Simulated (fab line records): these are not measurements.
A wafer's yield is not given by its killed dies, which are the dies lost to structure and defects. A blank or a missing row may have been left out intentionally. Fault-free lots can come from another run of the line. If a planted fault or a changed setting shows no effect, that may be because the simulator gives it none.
A lot that was struck, set against a sound lot ; flow rit cmos ; 15 out of 202 route steps
Sound: wafers L472.2, L472.3, L472.5. Struck: wafer L476.6. (L476.3, L476.4 of the same lot were not struck and are left out.) The cause comes at the end.
Each step with rows lists, per side, the tool, then ch with its chambers, then its first start. Under that, the readings that differ: sound wafers ; struck wafers ; difference of the means ; sigmas: that difference in standard deviations of wafers without a fault.
alike: readings with means less than 2 such deviations apart, plus words and numbers identical on both sides. not compared: withheld readings, readings lacking a value on some wafer, bounds such as >300 that could conceal the same value, and numbers that have no deviation in the record and whose values overlap.
The two part at a step that has a row with sigmas, a row that says differs or no value, or rows on one side only. Numbers that don't overlap but have no deviation are shown without sigmas and don't part them. A reading missing from all wafers of one side parts the sides only when that side holds two or more wafers.

RIT_SILICIDE_RTA_06: time 10 s, ramp up 5 s, ramp down 10 s.
  sound on rtp anneal-02 ch 0, day 4 21:19; struck on rtp anneal-02 ch 0, day 5 23:02
  alike: wafer_temp_C_max
RIT_CONTACT_CVD_00: deposits SiO2 from TEOS, target thk 400 nm, time 61 s.
  sound on pecvd-01 ch 0,1,2, day 4 21:22; struck on pecvd-04 ch 2, day 5 23:05
  alike: heater power w
RIT_CONTACT_THK_MEAS_01:
  sound on film metro-02, day 4 21:26; struck on film metro-01, day 5 23:09
  alike: CONTACT_TEOS_THK
then, 6 steps without rows for these wafers: RIT_CONTACT_HMDS_02 (prime time 60 s); RIT_CONTACT_COAT_03 (resist thk 1000 nm); RIT_CONTACT_SOFTBAKE_04 (time 58.15 s); RIT_CONTACT_EXPOSE_05 (exposes mask M11, target cd 1000 nm); RIT_CONTACT_PEB_06; RIT_CONTACT_DEVELOP_07 (develop time 120 s).
RIT_CONTACT_CD_MEAS_08 targets a cd of 1000 nm.
  sound on cd sem-01, day 4 22:35; struck on cd sem-02, day 6 00:19
  alike: cd nm
RIT_CONTACT_OVL_MEAS_09:
  sound on overlay-02, day 4 22:42; struck on overlay-01, day 6 00:25
  alike: CONTACT_OVL
then, 1 step without rows for these wafers: RIT_CONTACT_HARDBAKE_10 (time 60 s).
RIT_CONTACT_ETCH_11: etches SiO2 in CHF3/CF4/Ar, stops on TiSi2, target depth 480 nm, time 320 s.
  sound on rie diel-04 ch 0,2,3, day 4 22:53; struck on rie diel-03 ch 2, day 6 00:35
reading;sound;struck;difference;sigmas
run length s (s);348.3 347.1 348.1;476.8;+129.0;+99 or more
throttle valve pct (%);8.80 8.85 8.89;9.14;+0.29;+2
model.NOVOLAK_of_CONTACT_COAT_03.thk nm (nm);766.7 766.5 769.5;722;-46;
  alike: chamber pressure mTorr, drypump motor current A, oes product au
  not compared: rf hours counter h
RIT_CONTACT_STRIP_12: strips in O2, time 180 s.
  sound on plasma asher-03 ch 0,1, day 4 23:04; struck on plasma asher-04 ch 1, day 6 00:50
  alike: chamber pressure mTorr, drypump motor current A, o2 flow sccm
  not compared: rf hours counter h
RIT_M1_PROBE_99:
  sound on prober-02, day 5 03:58; struck on prober-02, day 6 05:49
reading;sound;struck;difference;sigmas
model.etest.nmos_0p15.junction log10 a um;-13.51 -13.79 -13.67;-11.14;+2.52;
model.etest.gate end array.leak log10 a um;-12.61 -12.98 -12.88;-10.88;+1.94;
model.etest.nmos_0p3.off log10 a um;-12.86 -13.11 -13.14;-11.14;+1.90;
model.etest.nmos narrow.off log10 a um;-13.23 -13.23 -13.24;-11.14;+2.09;
model.etest.pmos_0p15.junction log10 a um;-13.79 -13.75 -13.92;-12.14;+1.68;
model.etest.contact diode array.leak log10 a (angstrom);-9.536 -9.616 -9.351;-7.813;+1.688;
model.etest.pmos_0p3.off log10 a um;-12.51 -12.74 -12.75;-12.04;+0.63;
model.etest.antenna contact.gate log10 a cm2;-5.504 -6.113 -5.784;-5.305;+0.495;
  alike: killed at contacts, killed at front end, killed dies, killed open, killed short

== WHERE THEY PART ==
Within this record, at RIT_CONTACT_ETCH_11 only. Later steps at which nothing parts them and some readings are alike: RIT_CONTACT_STRIP_12, RIT_M1_PROBE_99.

WHY: what had been put in by the simulator
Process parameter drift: rie diel-03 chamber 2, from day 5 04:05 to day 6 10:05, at RIT_CONTACT_ETCH_11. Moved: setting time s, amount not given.
